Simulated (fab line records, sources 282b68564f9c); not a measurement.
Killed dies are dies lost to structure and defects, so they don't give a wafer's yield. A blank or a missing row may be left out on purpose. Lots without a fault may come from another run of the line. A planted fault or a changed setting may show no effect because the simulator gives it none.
Problem report in the 8D (eight disciplines) form, filled by code | flow rit_cmos | the parts of the form that need people (team, actions taken, sign-off) are left out

1. THE PROBLEM
NRETRO_TW at RIT_NRETRO_TW_MEAS_10 reads a mean of 1000 on 6 wafers of 2 lots; wafers without a fault read 1046 with a standard deviation of 4.7. That is -9.8 standard deviations from the usual mean.
First seen on wafer L262.3, day 4 21:46, on film_metro-02. The record holds 42 wafers of 14 lots with a number at this step. Rule for "out", or "out of limits": more than 4 standard deviations from the usual mean. The other wafers with a number count as sound.

2. WHAT IT IS AND WHAT IT IS NOT
question                    | is                           | is not
which readings at this step | NRETRO_TW                    | -
which lots                  | L262, L265                   | L250, L251, L253, L254, L255, L257, L258, L259, L264, L270, L272, L273
which wafers of those lots  | all that have a number       | -
read on which gauges        | film_metro-02, film_metro-03 | film_metro-01
when                        | from day 4 21:46             | up to then (24 sound wafers); but 12 sound wafers of L264, L270, L272, L273 came after

3. SUSPECTS, AND WHAT RULES EACH OUT
Counting: a tool at a process step up to the reading stays a suspect if it ran every lot that is out and no sound lot after the first of them.
- the gauge at RIT_NRETRO_TW_MEAS_10: ruled out. The wafers that are out were read on 2 gauges (film_metro-02, film_metro-03).
- implanter-01 at RIT_NRETRO_IMPLANT_08: kept. It ran every lot that is out, first L262 (day 4 21:28), and no sound lot after that; its last sound lot up to then is L258 (day 4 02:53). Its own readings are out on those wafers: dose_ions_cm2, faraday_current_uA.
Left after counting: implanter-01 at RIT_NRETRO_IMPLANT_08.

4. THE CAUSE (what the simulator had put in)
Process parameter drift: implanter-01, from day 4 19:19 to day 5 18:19, at RIT_NRETRO_IMPLANT_08. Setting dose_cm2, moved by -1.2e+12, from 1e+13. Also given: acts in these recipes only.
Counting left only this tool.

5. THE CHAIN OF EFFECTS, in route order
Each row: a reading whose mean over the struck wafers that have a number lies more than 3 standard deviations from the usual. Only readings for which the record gives a usual standard deviation are gone through. hours: the time from each lot's start at the first step in this table that gives one to its start at this step, as a median over the lots. sigmas: the change in usual standard deviations.
hours | step                  | reading            | usual      | on struck wafers | change      | sigmas
0     | RIT_NRETRO_IMPLANT_08 | dose_ions_cm2      | 1.0002e+13 | 8.8032e+12       | -1.1988e+12 | -99 or more
0     | RIT_NRETRO_IMPLANT_08 | faraday_current_uA | 31.7       | 28.1             | -3.6        | -6.4
0     | RIT_NRETRO_TW_MEAS_10 | NRETRO_TW          | 1046       | 1000             | -46         | -9.8
The process steps in it:
- RIT_NRETRO_IMPLANT_08

6. WHAT WOULD HAVE CAUGHT IT SOONER
In this record the first reading out of limits at a measuring or inspecting step was taken at day 4 21:46, 2 hours after the fault began at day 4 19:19.
The tool's own readings at RIT_NRETRO_IMPLANT_08 were out on every struck wafer that the step has a row for (dose_ions_cm2, faraday_current_uA): an alarm limit on them would have fired on the first of those.
Of the lots that are out (2), L265 began RIT_NRETRO_IMPLANT_08 on implanter-01 after day 4 21:46. A hold on the tool at that time would have spared it.
